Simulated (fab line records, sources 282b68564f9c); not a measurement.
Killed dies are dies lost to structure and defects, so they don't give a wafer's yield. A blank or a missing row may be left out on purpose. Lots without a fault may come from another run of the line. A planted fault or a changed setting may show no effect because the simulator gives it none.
fab line records | flow rit_cmos | part 2 of 2: steps 32 to 44 of 44
record lots=5 wafers=15 last_day=7
route steps=202 shown PWELL@45 WELLDRIVE@50 NWELL@51 NRETRO@53 PRETRO@64 GATE@75 FOX2@80
lots that met no fault: from a run of the same line without faults
start_h: hours from the record's first day to the start of the lot's first wafer shown | wait_h: hours since the lot's step before | " the same as in the row above | L1.1+2: a row that stands for several wafers | - no value, or no start given | * or withheld: withheld | < > ~ a bound
route shown NAME@n: a module of which the file shows steps, and the number in the route of the first | usual: mean/standard deviation of fault-free wafers | same: alike in all rows | chamber/n: place in a boat | sites: the reading at each site | _std_site: their standard deviation | _edge_site: outer sites' mean less inner sites' | radius_mm: how far each site lies from the wafer's centre | mask NAME#n: copy n | behind: the tool/chamber that last shaped the wafer | hold: why the lot was held/for how many hours/how that ended | device: the transistor (n, p or np) that didn't switch | end of line: the same wafers' tests at the end of the route | a step without rows: its recipe alone | killed: dies lost to structure and defects at the first sort, not the wafer's yield | map: a wafer's dies, x killed, . not, _ none there
set.NAME: the setting as run; set.NAME@STEP: as run at that earlier step | model.NAME: the simulator's own value behind a step, which no gauge read
lots at some steps of the route; a table a step, a row a wafer
services: from which hour (start_h, from the record's first day; less than 0 if before it) a tool's chamber was out of use, for how many hours, and why
## steps
# step RIT_GATE_CLEAN_01
# recipe chemistry=SC1 mix=3:3:50 time_s=600 temp_c=75
# columns lot.wafer tool chamber start_h wait_h
L075.1+5+6 wet_bench-03 1 37.37 0.0
L085.2+5+6 wet_bench-04 3 86.23 0.0
L092.2+3+5 wet_bench-04 0 121.45 0.0
L093.1+2+6 wet_bench-03 0 127.99 0.0
L095.1+2+4 wet_bench-02 1 137.51 0.0
# step RIT_GATE_CLEAN_02
# recipe chemistry=dHF dilution=50:1 time_s=30
# columns lot.wafer tool chamber start_h wait_h
L075.1+5+6 wet_bench-02 3 37.56 0.0
L085.2+5+6 wet_bench-03 3 86.41 0.0
L092.2+3+5 wet_bench-02 0 121.65 0.0
L093.1+2+6 wet_bench-02 2 128.18 0.0
L095.1+2+4 wet_bench-02 3 137.69 0.0
# step RIT_GATE_CLEAN_03
# recipe chemistry=SC2 mix=3:3:50 time_s=600 temp_c=75 dry=n2_spin
# columns lot.wafer tool chamber start_h wait_h
L075.1+5+6 wet_bench-04 3 37.58 0.0
L085.2+5+6 wet_bench-02 2 86.43 0.0
L092.2+3+5 wet_bench-03 3 121.66 0.0
L093.1+2+6 wet_bench-04 1 128.20 0.0
L095.1+2+4 wet_bench-02 3 137.70 0.0
# step RIT_GATE_CLEAN_04
# recipe chemistry=dHF dilution=50:1 time_s=60 dry=n2_spin
# columns lot.wafer tool chamber start_h wait_h
L075.1+5+6 wet_bench-03 3 37.77 0.0
L085.2+5+6 wet_bench-04 0 86.60 0.0
L092.2+3+5 wet_bench-04 1 121.84 0.0
L093.1+2+6 wet_bench-03 2 128.38 0.0
L095.1+2+4 wet_bench-03 0 137.88 0.0
# step RIT_FOX2_THK_MEAS_91
# recipe reads=SiO2_of_FOX2_OXIDATION_00
# usual FIELD_OXIDE_LEFT_2_THK=252/7
# columns lot.wafer tool chamber start_h wait_h FIELD_OXIDE_LEFT_2_THK[nm]
L075.1 film_metro-02 - 37.80 0.0 244
L075.5 " - " " 236
L075.6 " - " " 238
L085.2 film_metro-03 - 86.64 0.0 251
L085.5 " - " " 252
L085.6 " - " " 254
L092.2 film_metro-02 - 121.87 0.0 245
L092.3 " - " " 254
L092.5 " - " " 247
L093.1 film_metro-02 - 128.40 0.0 255
L093.2 " - " " 260
L093.6 " - " " 253
L095.1 film_metro-03 - 137.90 0.0 258
L095.2 " - " " 255
L095.4 " - " " 254
# step RIT_GATE_OXIDATION_05
# recipe temp_c=900 ambient=O2 target_thk_a=30 ox_time_s=270
# usual zone_power_load_pct=25.0/2.2
# columns lot.wafer tool chamber start_h wait_h zone_power_load_pct
L075.1 furnace-03 0 37.86 0.1 22.9
L075.5 " 0 " " 23.4
L075.6 " 0 " " 23.4
L085.2 furnace-04 0 86.69 0.0 28.8
L085.5 " 0 " " 28.6
L085.6 " 0 " " 29.3
L092.2 furnace-01 0 121.92 0.0 24.3
L092.3 " 0 " " 24.9
L092.5 " 0 " " 24.5
L093.1 furnace-01 0 128.46 0.1 24.0
L093.2 " 0 " " 24.4
L093.6 " 0 " " 24.4
L095.1 furnace-04 0 140.07 2.2 29.4
L095.2 " 0 " " 29.0
L095.4 " 0 " " 28.9
# step RIT_GATE_ANNEAL_06
# recipe temp_c=900 time_s=600 ambient=N2O
# usual zone_power_load_pct=25.4/2.4
# columns lot.wafer tool chamber start_h wait_h zone_power_load_pct
L075.1 furnace-04 0 38.93 0.0 29.1
L075.5 " 0 " " 28.1
L075.6 " 0 " " 29.0
L085.2 furnace-04 0 87.76 0.0 29.0
L085.5 " 0 " " 29.4
L085.6 " 0 " " 29.1
L092.2 furnace-01 0 123.00 0.0 24.2
L092.3 " 0 " " 24.0
L092.5 " 0 " " 24.2
L093.1 furnace-01 0 129.54 0.0 24.7
L093.2 " 0 " " 24.1
L093.6 " 0 " " 24.3
L095.1 furnace-03 0 142.92 1.8 23.2
L095.2 " 0 " " 22.7
L095.4 " 0 " " 22.9
# step RIT_GATE_THK_MEAS_07
# recipe reads=SiO2_of_GATE_OXIDATION_05
# usual GATE_OXIDE_THK=3.00/0.068
# columns lot.wafer tool chamber start_h wait_h GATE_OXIDE_THK[nm]
L075.1 film_metro-02 - 39.18 0.0 2.95
L075.5 " - " " 3.06
L075.6 " - " " 3.02
L085.2 film_metro-04 - 88.06 0.1 2.96
L085.5 " - " " 2.97
L085.6 " - " " 2.97
L092.2 film_metro-03 - 123.26 0.0 3.02
L092.3 " - " " 2.93
L092.5 " - " " 2.95
L093.1 film_metro-03 - 129.79 0.0 3.04
L093.2 " - " " 3.00
L093.6 " - " " 3.10
L095.1 film_metro-03 - 143.17 0.0 2.89
L095.2 " - " " 2.91
L095.4 " - " " 2.95
# step RIT_GATE_CVD_08
# recipe material=poly-Si target_thk_nm=250 temp_c=610 precursor=SiH4 time_s=2220 pressure_mtorr=300 sih4_flow_sccm=100
# usual zone_power_load_pct=11.1/0.91
# columns lot.wafer tool chamber start_h wait_h zone_power_load_pct
L075.1 lpcvd-01 1 39.24 0.1 11.9
L075.5 " 1 " " 12.0
L075.6 " 1 " " 12.0
L085.2 lpcvd-02 1 88.11 0.0 10.1
L085.5 " 1 " " 10.2
L085.6 " 1 " " 10.2
L092.2 lpcvd-01 0 123.53 0.3 12.0
L092.3 " 0 " " 11.9
L092.5 " 0 " " 11.9
L093.1 lpcvd-01 1 129.85 0.1 12.0
L093.2 " 1 " " 11.8
L093.6 " 1 " " 11.9
L095.1 lpcvd-01 1 143.23 0.1 11.9
L095.2 " 1 " " 12.1
L095.4 " 1 " " 11.8
# step RIT_GATE_THK_MEAS_09
# recipe reads=poly-Si_of_GATE_CVD_08
# usual GATE_POLY_THK=248.0/2.2
# columns lot.wafer tool chamber start_h wait_h GATE_POLY_THK[nm]
L075.1 film_metro-03 - 40.86 0.0 247.5
L075.5 " - " " 249.2
L075.6 " - " " 246.6
L085.2 film_metro-04 - 89.74 0.0 249.6
L085.5 " - " " 250.7
L085.6 " - " " 249.0
L092.2 film_metro-02 - 125.16 0.0 246.9
L092.3 " - " " 246.0
L092.5 " - " " 247.6
L093.1 film_metro-03 - 131.46 0.0 252.0
L093.2 " - " " 249.6
L093.6 " - " " 250.5
L095.1 film_metro-02 - 144.85 0.0 243.9
L095.2 " - " " 246.5
L095.4 " - " " 249.4
# step RIT_GATE_HMDS_10
# recipe prime_time_s=60 prime_temp_c=140
# usual prime_temp_c=140.02/0.15
# columns lot.wafer tool chamber start_h wait_h prime_temp_c
L075.1 litho_track-02 0 40.92 0.1 139.76
L075.5 " 0 " " 140.00
L075.6 " 0 " " 139.94
L085.2 litho_track-02 0 89.81 0.1 140.16
L085.5 " 0 " " 139.93
L085.6 " 0 " " 139.84
L092.2 litho_track-03 0 125.23 0.1 139.99
L092.3 " 0 " " 140.05
L092.5 " 0 " " 140.03
L093.1 litho_track-02 0 131.79 0.3 139.86
L093.2 " 0 " " 139.95
L093.6 " 0 " " 140.10
L095.1 litho_track-02 0 144.91 0.1 140.01
L095.2 " 0 " " 140.26
L095.4 " 0 " " 140.15
# step RIT_GATE_COAT_11
# recipe resist=NOVOLAK spin_rpm=4250 resist_thk_nm=850
# columns lot.wafer tool chamber start_h wait_h
L075.1+5+6 litho_track-02 0 41.07 0.1
L085.2+5+6 litho_track-02 0 89.96 0.1
L092.2+3+5 litho_track-03 0 125.38 0.1
L093.1+2+6 litho_track-02 0 131.94 0.1
L095.1+2+4 litho_track-02 0 145.06 0.1
# step RIT_GATE_SOFTBAKE_12
# recipe resist=NOVOLAK temp_c=90 time_s=60
# columns lot.wafer tool chamber start_h wait_h
L075.1+5+6 litho_track-02 0 41.22 0.1
L085.2+5+6 litho_track-02 0 90.11 0.1
L092.2+3+5 litho_track-03 0 125.53 0.1
L093.1+2+6 litho_track-02 0 132.09 0.1
L095.1+2+4 litho_track-02 0 145.21 0.1
## services
# columns tool chamber start_h hours kind
iline_stepper-01 - 4.35 4.3 repair
plasma_asher-01 - 14.71 0.3 repair
implanter-04 - 19.78 6.1 repair
plasma_asher-04 - 21.50 2.6 repair
implanter-02 - 22.08 0.7 repair
furnace-01 - 40.59 3.2 pm
iline_stepper-01 - 46.49 21.0 repair
implanter-02 - 47.28 2.8 repair
iline_stepper-02 - 67.48 2.1 pm
iline_stepper-01 - 85.88 1.7 pm
furnace-04 - 90.00 9.9 pm
furnace-03 - 95.16 4.2 pm
plasma_asher-01 - 98.37 0.4 repair
plasma_asher-01 - 103.03 2.8 pm
furnace-01 - 108.52 3.1 pm
plasma_asher-02 - 108.75 9.0 pm
iline_stepper-01 - 117.26 2.1 pm
iline_stepper-02 - 119.34 1.7 pm
plasma_asher-04 - 125.04 2.2 repair
implanter-03 - 125.97 4.0 repair
furnace-01 - 130.79 16.5 repair
implanter-01 - 138.64 5.4 pm
implanter-01 - 144.06 4.8 pm
furnace-03 - 144.68 3.5 pm
